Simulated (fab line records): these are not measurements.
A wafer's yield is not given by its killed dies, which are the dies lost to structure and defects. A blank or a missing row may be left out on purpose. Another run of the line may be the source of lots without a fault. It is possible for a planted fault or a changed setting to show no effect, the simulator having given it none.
Chamber matching ; flow berkeley-cmos170 ; UCB170_CONTACT_ETCH_17 on rie-diel-02 has 4 sister chambers
The step etches BARC in N2/H2. 4 wafers are shown with their chamber, then 8 later ones without.

## WAFERS PAIRED WITH THEIR CHAMBERS
wafer;chamber;throttle-valve-pct (%)
L710.6;2;13.68
L722.2;0;13.25
L722.5;3;13.24
L721.1;1;13.25

## WAFERS WITH NO CHAMBER GIVEN
wafer;throttle-valve-pct (%)
L721.5;13.25
L721.6;13.26
L728.4;13.67
L728.5;13.67
L728.6;13.25
L730.3;13.68
L730.5;13.69
L730.6;13.24

## CHAMBER TAKEN BY EACH
wafer;from the rows above;in truth
L721.5;can't be placed: 0 or 1 or 3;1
L721.6;can't be placed: 0 or 1 or 3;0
L728.4;2;2
L728.5;2;2
L728.6;can't be placed: 0 or 1 or 3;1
L730.3;2;2
L730.5;2;2
L730.6;can't be placed: 3 or 0 or 1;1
Placed correctly: 4 of 8. Not placeable from these rows: 4 (in 4, the candidates include the true chamber). Wrongly placed: 0.
How it was worked out, from the rows above alone: a wafer's distance from a chamber is the root of the sum, over the readings, of the square of ((its reading less the chamber's mean) divided by the reading's scatter). If the next closest chamber is less than 2 further off than the closest, the wafer can't be placed; otherwise it belongs to the closest. The mean given for a chamber averages the wafers shown for that chamber. The scatter: with one shown wafer a chamber, the root of the mean of the squares of how far each hidden wafer lies from its nearest shown one.
